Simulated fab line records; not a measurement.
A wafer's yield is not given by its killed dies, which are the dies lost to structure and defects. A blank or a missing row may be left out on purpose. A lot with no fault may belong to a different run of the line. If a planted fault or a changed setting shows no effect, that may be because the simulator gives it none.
A struck lot beside a sound one | flow rit cmos | 19 steps out of a route of 202
Sound: the wafers L793.2, L793.4, L793.5. Wafers struck: L797.1, L797.2, L797.6. At the end, the cause is stated.
Each step with rows lists, per side, the tool, then ch with its chambers, then its first start. Under that, the readings that differ: sound wafers | struck wafers | difference of the means | sigmas: that difference in standard deviations of wafers without a fault.
alike: same words and numbers on both sides, and readings whose means sit less than 2 such deviations apart. not compared: any withheld reading, any reading some wafer has no value for, any bound like >300 that may hide the same value, and any number with overlapping values for which the record gives no deviation.
The two part at a step that has a row with sigmas, a row that says differs or no value, or rows on one side only. Numbers that don't overlap but have no deviation are shown without sigmas and don't part them. A reading missing from all wafers of one side parts the sides only when that side holds two or more wafers.

first, 1 step without rows for these wafers: RIT_CONTACT_HARDBAKE_10 (time 60 s).
RIT_CONTACT_ETCH_11: etches SiO2 in CHF3/CF4/Ar, stops on TiSi2, target depth 480 nm, time 320 s.
  sound on rie diel-03 ch 0,1, day 5 14:15; struck on rie diel-04 ch 0,3, day 6 10:05
  reading               | sound             | struck            | difference | sigmas
  oes product au (a.u.) | 0.975 0.964 0.958 | 1.001 0.992 0.987 | +0.028     | +3
  alike: drypump motor current A, mfc ar sccm, throttle valve pct
  not compared: rf hours counter h
RIT_CONTACT_STRIP_12: strips in O2, time 180 s.
  sound on plasma asher-04 ch 0,1, day 5 14:27; struck on plasma asher-04 ch 0,1, day 6 10:16
  alike: drypump motor current A
  not compared: rf hours counter h
RIT_CONTACT_CD_MEAS_90: the cd target is 1000 nm.
  sound on cd sem-02 at day 5 14:38; struck on cd sem-02 at day 6 10:27
  alike: cd nm
then, 2 steps without rows for these wafers: RIT_CONTACT_CLEAN_13 (cleans in SC1, time 600 s); RIT_CONTACT_CLEAN_14 (cleans in SC2, time 600 s).
RIT_M1_SPUTTER_00: material Al, target thk 400 nm, time 500 s.
  sound on pvd sputter-04 at day 5 15:07; struck on pvd sputter-04 at day 6 10:55
  alike: chamber pressure pa, throttle valve pct
RIT_M1_RS_MEAS_01: uses a four-point probe to measure.
  sound on film metro-01 at day 5 15:25; struck on film metro-04 at day 6 11:13
  alike: M1_AL_RS
RIT_M1_THK_MEAS_02: measures by xrf.
  sound on film metro-01 at day 5 15:32; struck on film metro-04 at day 6 11:20
  alike: M1_AL_THK
then, 3 steps without rows for these wafers: RIT_M1_HMDS_03 (prime time 60 s); RIT_M1_COAT_04 (resist thk 1300 nm); RIT_M1_SOFTBAKE_05 (time 60 s).
RIT_M1_EXPOSE_06: exposes mask M12, target cd 2600 nm.
  sound on iline stepper-02 ch 0, day 5 16:11; struck on iline stepper-01 ch 0, day 6 11:58
  reading                    | sound                   | struck            | difference | sigmas
  model.M1.overlay x nm (nm) | -0.9963 -0.9963 -0.9963 | 359.3 359.3 359.3 | +360.3     |
  alike: mask
then, 2 steps without rows for these wafers: RIT_M1_PEB_07; RIT_M1_DEVELOP_08 (develop time 68 s).
RIT_M1_CD_MEAS_09: the cd target is 2600 nm.
  sound on cd sem-01 at day 5 16:37; struck on cd sem-01 at day 6 12:24
  alike: cd nm
RIT_M1_OVL_MEAS_10:
  sound on overlay-02 at day 5 16:43; struck on overlay-02 at day 6 12:31
  reading     | sound          | struck            | difference | sigmas
  M1_OVL (nm) | -0.9 -1.5 -1.2 | 356.6 357.6 358.1 | +358.6     | +99 or more
then, 1 step without rows for these wafers: RIT_M1_HARDBAKE_11 (time 120 s).
RIT_M1_PROBE_99:
  sound on prober-02 at day 5 19:17; struck on prober-02 at day 6 15:04
  reading                                                 | sound                | struck               | difference | sigmas
  model.etest.tester.sort n pass                          | 257 255 257          | 49 73 125            | -174       |
  model.etest.tester.sort yield pct (%)                   | 97.35 96.59 97.35    | 18.56 27.65 47.35    | -65.91     |
  model.etest.nmos_0p15.junction log10 a um               | -13.52 -13.75 -13.38 | -9.938 -9.915 -10.05 | +3.582     |
  model.etest.nmos narrow.off log10 a um                  | -13.12 -13.35 -13.11 | -9.938 -9.915 -10.05 | +3.226     |
  model.etest.gate end array.leak log10 a um              | -12.77 -12.87 -12.96 | -9.783 -9.716 -9.758 | +3.114     |
  model.etest.nmos_0p3.off log10 a um                     | -13 -13.06 -13.04    | -9.938 -9.915 -10.05 | +3.066     |
  model.etest.pmos_0p15.junction log10 a um               | -13.76 -13.78 -13.9  | -10.94 -10.91 -11.05 | +2.85      |
  model.etest.contact diode array.leak log10 a (angstrom) | -9.607 -9.365 -9.191 | -6.656 -6.641 -6.616 | +2.750     |
  alike: defect limited yield, killed at contacts, killed at front end, killed dies, killed open, killed short

WHERE THEY PART
At RIT_CONTACT_ETCH_11 first; at RIT_M1_OVL_MEAS_10 last (within this record only). Later steps at which nothing parts them and some readings are alike: RIT_M1_PROBE_99.

WHY: the cause the simulator had injected
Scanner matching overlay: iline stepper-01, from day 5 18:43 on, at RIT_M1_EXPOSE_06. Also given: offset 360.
